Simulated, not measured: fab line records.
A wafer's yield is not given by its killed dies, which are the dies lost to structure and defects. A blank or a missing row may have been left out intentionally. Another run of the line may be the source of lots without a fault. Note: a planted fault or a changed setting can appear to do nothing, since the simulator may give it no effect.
fab line records :: flow rit-cmos
record
  lots=14
  wafers=42
  last-day=7
route steps=202 shown PSD@150
lots with no fault: from the same line, run without faults
start-h: hours from the record's first day to the start of the lot's first wafer shown :: wait-h: time in hours since the lot's previous step :: " unchanged from the row above :: L1.1+2: several wafers, shown together as one row :: - no value present, or no start provided :: * or withheld: withheld :: < > ~ a bound
route shown NAME@n: a module of which the file shows steps, and the number in the route of the first :: usual: average and standard deviation across the fault-free wafers :: same: alike in all rows :: chamber/n: place in a boat :: sites: per-site readings :: _std_site: standard deviation of those values :: _edge_site: the outer-site mean with the inner-site mean subtracted :: radius-mm: for every site, how far away it sits from the centre of the wafer :: mask NAME#n: copy n :: behind: tool/chamber where the wafer was last shaped :: hold: what put the lot on hold/how long, in hours/how the hold closed :: device: transistor that didn't switch, given as n, p or np :: end of line: tests of these same wafers at the route's end :: for a step that has no rows: nothing shown but its recipe :: killed: at the first sort, the dies lost to defects and structure; wafer yield is something else :: map: a wafer's dies, marking killed ones x, the rest . and places with no die _
set.NAME: the run value of the setting; set.NAME@STEP: its run value at that earlier step :: model.NAME: the simulator's own value behind a step, which no gauge read
a sample of lots followed through the steps of the route, with each step as a table and each wafer as a row
services: the hour from which a tool's chamber was out of use, counted from the record's first day as start-h (under 0 if before that day), plus the number of hours and why
## steps
# step RIT_PSD_IMPLANT_08
# recipe
  species=BF2
  energy-kev=27
  dose-cm2=5e+15
  tilt-deg=7
# usual
  beam-on-s=12.8/0.8
  dose-ions-cm2=5e+15/6e+12
lot.wafer: L471.2
tool: implanter-04
chamber: 0
start-h: 54.83
wait-h: 0.1
beam-on-s: 14.6
dose-ions-cm2: 4.992e+15

lot.wafer: L471.5
tool: implanter-04
chamber: 0
start-h: 54.83
wait-h: 0.1
beam-on-s: 14.5
dose-ions-cm2: 4.995e+15

lot.wafer: L471.6
tool: implanter-04
chamber: 0
start-h: 54.83
wait-h: 0.1
beam-on-s: 13.7
dose-ions-cm2: 4.991e+15

lot.wafer: L472.1
tool: implanter-01
chamber: 0
start-h: 58.78
wait-h: 0.1
beam-on-s: 12.2
dose-ions-cm2: 5.007e+15

lot.wafer: L472.2
tool: implanter-01
chamber: 0
start-h: 58.78
wait-h: 0.1
beam-on-s: 12.2
dose-ions-cm2: 5.003e+15

lot.wafer: L472.6
tool: implanter-01
chamber: 0
start-h: 58.78
wait-h: 0.1
beam-on-s: 12.2
dose-ions-cm2: 5.011e+15

lot.wafer: L473.2
tool: implanter-01
chamber: 0
start-h: 63.87
wait-h: 0.1
beam-on-s: 12.2
dose-ions-cm2: 4.99e+15

lot.wafer: L473.4
tool: implanter-01
chamber: 0
start-h: 63.87
wait-h: 0.1
beam-on-s: 12.3
dose-ions-cm2: 4.985e+15

lot.wafer: L473.5
tool: implanter-01
chamber: 0
start-h: 63.87
wait-h: 0.1
beam-on-s: 12.3
dose-ions-cm2: 4.985e+15

lot.wafer: L474.2
tool: implanter-02
chamber: 0
start-h: 67.31
wait-h: 0.1
beam-on-s: 12.3
dose-ions-cm2: 5.004e+15

lot.wafer: L474.4
tool: implanter-02
chamber: 0
start-h: 67.31
wait-h: 0.1
beam-on-s: 12.4
dose-ions-cm2: 5.007e+15

lot.wafer: L474.6
tool: implanter-02
chamber: 0
start-h: 67.31
wait-h: 0.1
beam-on-s: 12.3
dose-ions-cm2: 5e+15

lot.wafer: L475.1
tool: implanter-01
chamber: 0
start-h: 74.72
wait-h: 0.1
beam-on-s: 23.2
dose-ions-cm2: 9.501e+15

lot.wafer: L475.4
tool: implanter-01
chamber: 0
start-h: 74.72
wait-h: 0.1
beam-on-s: 22.8
dose-ions-cm2: 9.499e+15

lot.wafer: L475.6
tool: implanter-01
chamber: 0
start-h: 74.72
wait-h: 0.1
beam-on-s: 22.9
dose-ions-cm2: 9.504e+15

lot.wafer: L476.1
tool: implanter-04
chamber: 0
start-h: 79.99
wait-h: 0.1
beam-on-s: 14.0
dose-ions-cm2: 5.005e+15

lot.wafer: L476.3
tool: implanter-04
chamber: 0
start-h: 79.99
wait-h: 0.1
beam-on-s: 14.8
dose-ions-cm2: 5.006e+15

lot.wafer: L476.6
tool: implanter-04
chamber: 0
start-h: 79.99
wait-h: 0.1
beam-on-s: 14.5
dose-ions-cm2: 5.007e+15

lot.wafer: L481.3
tool: implanter-01
chamber: 0
start-h: 104.11
wait-h: 0.1
beam-on-s: 24.5
dose-ions-cm2: 9.51e+15

lot.wafer: L481.4
tool: implanter-01
chamber: 0
start-h: 104.11
wait-h: 0.1
beam-on-s: 23.5
dose-ions-cm2: 9.503e+15

lot.wafer: L481.5
tool: implanter-01
chamber: 0
start-h: 104.11
wait-h: 0.1
beam-on-s: 23.8
dose-ions-cm2: 9.498e+15

lot.wafer: L484.2
tool: implanter-02
chamber: 0
start-h: 116.00
wait-h: 0.1
beam-on-s: 12.2
dose-ions-cm2: 5.009e+15

lot.wafer: L484.3
tool: implanter-02
chamber: 0
start-h: 116.00
wait-h: 0.1
beam-on-s: 12.4
dose-ions-cm2: 4.998e+15

lot.wafer: L484.4
tool: implanter-02
chamber: 0
start-h: 116.00
wait-h: 0.1
beam-on-s: 12.3
dose-ions-cm2: 5.006e+15

lot.wafer: L485.2
tool: implanter-02
chamber: 0
start-h: 123.02
wait-h: 0.1
beam-on-s: 12.4
dose-ions-cm2: 5.001e+15

lot.wafer: L485.4
tool: implanter-02
chamber: 0
start-h: 123.02
wait-h: 0.1
beam-on-s: 12.6
dose-ions-cm2: 4.994e+15

lot.wafer: L485.6
tool: implanter-02
chamber: 0
start-h: 123.02
wait-h: 0.1
beam-on-s: 12.7
dose-ions-cm2: 4.99e+15

lot.wafer: L487.1
tool: implanter-02
chamber: 0
start-h: 130.44
wait-h: 0.1
beam-on-s: 12.7
dose-ions-cm2: 5e+15

lot.wafer: L487.3
tool: implanter-02
chamber: 0
start-h: 130.44
wait-h: 0.1
beam-on-s: 12.5
dose-ions-cm2: 5.003e+15

lot.wafer: L487.6
tool: implanter-02
chamber: 0
start-h: 130.44
wait-h: 0.1
beam-on-s: 12.9
dose-ions-cm2: 5e+15

lot.wafer: L488.2
tool: implanter-04
chamber: 0
start-h: 136.33
wait-h: 0.1
beam-on-s: 14.2
dose-ions-cm2: 4.99e+15

lot.wafer: L488.3
tool: implanter-04
chamber: 0
start-h: 136.33
wait-h: 0.1
beam-on-s: 14.9
dose-ions-cm2: 4.989e+15

lot.wafer: L488.4
tool: implanter-04
chamber: 0
start-h: 136.33
wait-h: 0.1
beam-on-s: 14.1
dose-ions-cm2: 4.997e+15

lot.wafer: L492.2
tool: implanter-02
chamber: 0
start-h: 154.59
wait-h: 0.1
beam-on-s: 12.6
dose-ions-cm2: 5.009e+15

lot.wafer: L492.4
tool: implanter-02
chamber: 0
start-h: 154.59
wait-h: 0.1
beam-on-s: 12.3
dose-ions-cm2: 4.996e+15

lot.wafer: L492.6
tool: implanter-02
chamber: 0
start-h: 154.59
wait-h: 0.1
beam-on-s: 12.8
dose-ions-cm2: 4.998e+15

lot.wafer: L493.2
tool: implanter-02
chamber: 0
start-h: 163.41
wait-h: 0.1
beam-on-s: 12.6
dose-ions-cm2: 5.007e+15

lot.wafer: L493.4
tool: implanter-02
chamber: 0
start-h: 163.41
wait-h: 0.1
beam-on-s: 12.2
dose-ions-cm2: 5.008e+15

lot.wafer: L493.6
tool: implanter-02
chamber: 0
start-h: 163.41
wait-h: 0.1
beam-on-s: 12.7
dose-ions-cm2: 5.004e+15

lot.wafer: L494.1
tool: implanter-01
chamber: 0
start-h: 164.89
wait-h: 0.1
beam-on-s: 12.3
dose-ions-cm2: 4.992e+15

lot.wafer: L494.4
tool: implanter-01
chamber: 0
start-h: 164.89
wait-h: 0.1
beam-on-s: 12.0
dose-ions-cm2: 4.996e+15

lot.wafer: L494.5
tool: implanter-01
chamber: 0
start-h: 164.89
wait-h: 0.1
beam-on-s: 12.4
dose-ions-cm2: 5e+15
# step RIT_PSD_TW_MEAS_10
# usual
  PSD_TW=3443/33
lot.wafer: L471.2
tool: film-metro-04
chamber: -
start-h: 55.14
wait-h: 0.1
PSD_TW: 3490

lot.wafer: L471.5
tool: film-metro-04
chamber: -
start-h: 55.14
wait-h: 0.1
PSD_TW: 3484

lot.wafer: L471.6
tool: film-metro-04
chamber: -
start-h: 55.14
wait-h: 0.1
PSD_TW: 3495

lot.wafer: L472.1
tool: film-metro-02
chamber: -
start-h: 59.11
wait-h: 0.1
PSD_TW: 3391

lot.wafer: L472.2
tool: film-metro-02
chamber: -
start-h: 59.11
wait-h: 0.1
PSD_TW: 3391

lot.wafer: L472.6
tool: film-metro-02
chamber: -
start-h: 59.11
wait-h: 0.1
PSD_TW: 3403

lot.wafer: L473.2
tool: film-metro-02
chamber: -
start-h: 64.18
wait-h: 0.1
PSD_TW: 3408

lot.wafer: L473.4
tool: film-metro-02
chamber: -
start-h: 64.18
wait-h: 0.1
PSD_TW: 3408

lot.wafer: L473.5
tool: film-metro-02
chamber: -
start-h: 64.18
wait-h: 0.1
PSD_TW: 3425

lot.wafer: L474.2
tool: film-metro-02
chamber: -
start-h: 67.62
wait-h: 0.1
PSD_TW: 3373

lot.wafer: L474.4
tool: film-metro-02
chamber: -
start-h: 67.62
wait-h: 0.1
PSD_TW: 3381

lot.wafer: L474.6
tool: film-metro-02
chamber: -
start-h: 67.62
wait-h: 0.1
PSD_TW: 3403

lot.wafer: L475.1
tool: film-metro-04
chamber: -
start-h: 75.05
wait-h: 0.1
PSD_TW: 3612

lot.wafer: L475.4
tool: film-metro-04
chamber: -
start-h: 75.05
wait-h: 0.1
PSD_TW: 3614

lot.wafer: L475.6
tool: film-metro-04
chamber: -
start-h: 75.05
wait-h: 0.1
PSD_TW: 3611

lot.wafer: L476.1
tool: film-metro-04
chamber: -
start-h: 80.32
wait-h: 0.1
PSD_TW: 3435

lot.wafer: L476.3
tool: film-metro-04
chamber: -
start-h: 80.32
wait-h: 0.1
PSD_TW: 3456

lot.wafer: L476.6
tool: film-metro-04
chamber: -
start-h: 80.32
wait-h: 0.1
PSD_TW: 3463

lot.wafer: L481.3
tool: film-metro-03
chamber: -
start-h: 104.40
wait-h: 0.1
PSD_TW: 3609

lot.wafer: L481.4
tool: film-metro-03
chamber: -
start-h: 104.40
wait-h: 0.1
PSD_TW: 3592

lot.wafer: L481.5
tool: film-metro-03
chamber: -
start-h: 104.40
wait-h: 0.1
PSD_TW: 3573

lot.wafer: L484.2
tool: film-metro-03
chamber: -
start-h: 116.31
wait-h: 0.1
PSD_TW: 3443

lot.wafer: L484.3
tool: film-metro-03
chamber: -
start-h: 116.31
wait-h: 0.1
PSD_TW: 3423

lot.wafer: L484.4
tool: film-metro-03
chamber: -
start-h: 116.31
wait-h: 0.1
PSD_TW: 3432

lot.wafer: L485.2
tool: film-metro-04
chamber: -
start-h: 123.33
wait-h: 0.1
PSD_TW: 3487

lot.wafer: L485.4
tool: film-metro-04
chamber: -
start-h: 123.33
wait-h: 0.1
PSD_TW: 3479

lot.wafer: L485.6
tool: film-metro-04
chamber: -
start-h: 123.33
wait-h: 0.1
PSD_TW: 3485

lot.wafer: L487.1
tool: film-metro-02
chamber: -
start-h: 130.77
wait-h: 0.1
PSD_TW: 3408

lot.wafer: L487.3
tool: film-metro-02
chamber: -
start-h: 130.77
wait-h: 0.1
PSD_TW: 3397

lot.wafer: L487.6
tool: film-metro-02
chamber: -
start-h: 130.77
wait-h: 0.1
PSD_TW: 3397

lot.wafer: L488.2
tool: film-metro-03
chamber: -
start-h: 136.64
wait-h: 0.1
PSD_TW: 3430

lot.wafer: L488.3
tool: film-metro-03
chamber: -
start-h: 136.64
wait-h: 0.1
PSD_TW: 3420

lot.wafer: L488.4
tool: film-metro-03
chamber: -
start-h: 136.64
wait-h: 0.1
PSD_TW: 3429

lot.wafer: L492.2
tool: film-metro-04
chamber: -
start-h: 154.90
wait-h: 0.1
PSD_TW: 3452

lot.wafer: L492.4
tool: film-metro-04
chamber: -
start-h: 154.90
wait-h: 0.1
PSD_TW: 3461

lot.wafer: L492.6
tool: film-metro-04
chamber: -
start-h: 154.90
wait-h: 0.1
PSD_TW: 3462

lot.wafer: L493.2
tool: film-metro-02
chamber: -
start-h: 163.72
wait-h: 0.1
PSD_TW: 3444

lot.wafer: L493.4
tool: film-metro-02
chamber: -
start-h: 163.72
wait-h: 0.1
PSD_TW: 3454

lot.wafer: L493.6
tool: film-metro-02
chamber: -
start-h: 163.72
wait-h: 0.1
PSD_TW: 3461

lot.wafer: L494.1
tool: film-metro-03
chamber: -
start-h: 165.22
wait-h: 0.1
PSD_TW: 3458

lot.wafer: L494.4
tool: film-metro-03
chamber: -
start-h: 165.22
wait-h: 0.1
PSD_TW: 3465

lot.wafer: L494.5
tool: film-metro-03
chamber: -
start-h: 165.22
wait-h: 0.1
PSD_TW: 3449
# step RIT_SDANNEAL_RS_MEAS_04
# recipe
  thk-meas-gauge=four-point-probe
# usual
  PSD_RS=115.93/0.26
lot.wafer: L471.2
tool: film-metro-03
chamber: -
start-h: 55.64
wait-h: 0.1
PSD_RS[ohm/sq]: 116.07

lot.wafer: L471.5
tool: film-metro-03
chamber: -
start-h: 55.64
wait-h: 0.1
PSD_RS[ohm/sq]: 116.24

lot.wafer: L471.6
tool: film-metro-03
chamber: -
start-h: 55.64
wait-h: 0.1
PSD_RS[ohm/sq]: 115.92

lot.wafer: L472.1
tool: film-metro-04
chamber: -
start-h: 59.63
wait-h: 0.0
PSD_RS[ohm/sq]: 115.88

lot.wafer: L472.2
tool: film-metro-04
chamber: -
start-h: 59.63
wait-h: 0.0
PSD_RS[ohm/sq]: 115.87

lot.wafer: L472.6
tool: film-metro-04
chamber: -
start-h: 59.63
wait-h: 0.0
PSD_RS[ohm/sq]: 115.95

lot.wafer: L473.2
tool: film-metro-03
chamber: -
start-h: 64.85
wait-h: 0.1
PSD_RS[ohm/sq]: 115.36

lot.wafer: L473.4
tool: film-metro-03
chamber: -
start-h: 64.85
wait-h: 0.1
PSD_RS[ohm/sq]: 115.60

lot.wafer: L473.5
tool: film-metro-03
chamber: -
start-h: 64.85
wait-h: 0.1
PSD_RS[ohm/sq]: 116.10

lot.wafer: L474.2
tool: film-metro-04
chamber: -
start-h: 68.48
wait-h: 0.1
PSD_RS[ohm/sq]: 116.16

lot.wafer: L474.4
tool: film-metro-04
chamber: -
start-h: 68.48
wait-h: 0.1
PSD_RS[ohm/sq]: 116.22

lot.wafer: L474.6
tool: film-metro-04
chamber: -
start-h: 68.48
wait-h: 0.1
PSD_RS[ohm/sq]: 116.23

lot.wafer: L475.1
tool: film-metro-02
chamber: -
start-h: 75.53
wait-h: 0.0
PSD_RS[ohm/sq]: 108.41

lot.wafer: L475.4
tool: film-metro-02
chamber: -
start-h: 75.53
wait-h: 0.0
PSD_RS[ohm/sq]: 108.21

lot.wafer: L475.6
tool: film-metro-02
chamber: -
start-h: 75.53
wait-h: 0.0
PSD_RS[ohm/sq]: 108.26

lot.wafer: L476.1
tool: film-metro-03
chamber: -
start-h: 80.80
wait-h: 0.0
PSD_RS[ohm/sq]: 115.84

lot.wafer: L476.3
tool: film-metro-03
chamber: -
start-h: 80.80
wait-h: 0.0
PSD_RS[ohm/sq]: 115.46

lot.wafer: L476.6
tool: film-metro-03
chamber: -
start-h: 80.80
wait-h: 0.0
PSD_RS[ohm/sq]: 115.54

lot.wafer: L481.3
tool: film-metro-04
chamber: -
start-h: 104.91
wait-h: 0.1
PSD_RS[ohm/sq]: 108.18

lot.wafer: L481.4
tool: film-metro-04
chamber: -
start-h: 104.91
wait-h: 0.1
PSD_RS[ohm/sq]: 107.97

lot.wafer: L481.5
tool: film-metro-04
chamber: -
start-h: 104.91
wait-h: 0.1
PSD_RS[ohm/sq]: 107.85

lot.wafer: L484.2
tool: film-metro-03
chamber: -
start-h: 116.80
wait-h: 0.1
PSD_RS[ohm/sq]: 115.84

lot.wafer: L484.3
tool: film-metro-03
chamber: -
start-h: 116.80
wait-h: 0.1
PSD_RS[ohm/sq]: 116.02

lot.wafer: L484.4
tool: film-metro-03
chamber: -
start-h: 116.80
wait-h: 0.1
PSD_RS[ohm/sq]: 116.09

lot.wafer: L485.2
tool: film-metro-02
chamber: -
start-h: 123.86
wait-h: 0.1
PSD_RS[ohm/sq]: 115.77

lot.wafer: L485.4
tool: film-metro-02
chamber: -
start-h: 123.86
wait-h: 0.1
PSD_RS[ohm/sq]: 115.95

lot.wafer: L485.6
tool: film-metro-02
chamber: -
start-h: 123.86
wait-h: 0.1
PSD_RS[ohm/sq]: 115.85

lot.wafer: L487.1
tool: film-metro-04
chamber: -
start-h: 131.25
wait-h: 0.0
PSD_RS[ohm/sq]: 116.07

lot.wafer: L487.3
tool: film-metro-04
chamber: -
start-h: 131.25
wait-h: 0.0
PSD_RS[ohm/sq]: 115.86

lot.wafer: L487.6
tool: film-metro-04
chamber: -
start-h: 131.25
wait-h: 0.0
PSD_RS[ohm/sq]: 115.96

lot.wafer: L488.2
tool: film-metro-02
chamber: -
start-h: 137.17
wait-h: 0.1
PSD_RS[ohm/sq]: 116.26

lot.wafer: L488.3
tool: film-metro-02
chamber: -
start-h: 137.17
wait-h: 0.1
PSD_RS[ohm/sq]: 115.96

lot.wafer: L488.4
tool: film-metro-02
chamber: -
start-h: 137.17
wait-h: 0.1
PSD_RS[ohm/sq]: 115.87

lot.wafer: L492.2
tool: film-metro-03
chamber: -
start-h: 155.41
wait-h: 0.1
PSD_RS[ohm/sq]: 116.13

lot.wafer: L492.4
tool: film-metro-03
chamber: -
start-h: 155.41
wait-h: 0.1
PSD_RS[ohm/sq]: 116.00

lot.wafer: L492.6
tool: film-metro-03
chamber: -
start-h: 155.41
wait-h: 0.1
PSD_RS[ohm/sq]: 116.37

lot.wafer: L493.2
tool: film-metro-03
chamber: -
start-h: 164.21
wait-h: 0.1
PSD_RS[ohm/sq]: 116.38

lot.wafer: L493.4
tool: film-metro-03
chamber: -
start-h: 164.21
wait-h: 0.1
PSD_RS[ohm/sq]: 116.55

lot.wafer: L493.6
tool: film-metro-03
chamber: -
start-h: 164.21
wait-h: 0.1
PSD_RS[ohm/sq]: 116.28

lot.wafer: L494.1
tool: film-metro-03
chamber: -
start-h: 165.72
wait-h: 0.0
PSD_RS[ohm/sq]: 115.89

lot.wafer: L494.4
tool: film-metro-03
chamber: -
start-h: 165.72
wait-h: 0.0
PSD_RS[ohm/sq]: 115.56

lot.wafer: L494.5
tool: film-metro-03
chamber: -
start-h: 165.72
wait-h: 0.0
PSD_RS[ohm/sq]: 115.83
## services
tool: implanter-01
chamber: -
start-h: 105.08
hours: 2.3
kind: pm
## key
first-sign
  step=RIT_PSD_IMPLANT_08
  reading=dose-ions-cm2
  direction=up
  sigmas=99+
  usual=5e+15
  struck=9.503e+15
effect
  step=RIT_PSD_IMPLANT_08
  reading=beam-on-s
  direction=up
  sigmas=13
  usual=12.8
  struck=23.5
effect
  step=RIT_PSD_TW_MEAS_10
  reading=PSD_TW
  direction=up
  sigmas=4.9
  usual=3443
  struck=3602
effect
  step=RIT_SDANNEAL_RS_MEAS_04
  reading=PSD_RS
  direction=down
  sigmas=30
  usual=115.93
  struck=108.15
met-at RIT_PSD_IMPLANT_08
struck-lots L475,L481
tester-left-out L475,L481
onset-between 63.87 74.72
fault
  kind=process-parameter-drift
  tool=implanter-01
  chamber=-
  onset-h=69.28
  steps=RIT_PSD_IMPLANT_08
  channel=dose-cm2
  offset=4.5e+15
  shape=step
  end-h=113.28
  acts-in=these-recipes-only
  stated=5e+15
# tester-left-out: of these lots the tester's yield and bins aren't shown, on N5 and GAA mostly nor the transistor test; their killed dies are dies lost to structure and defects alone, not to doping, threshold or leakage, so they don't give the yield
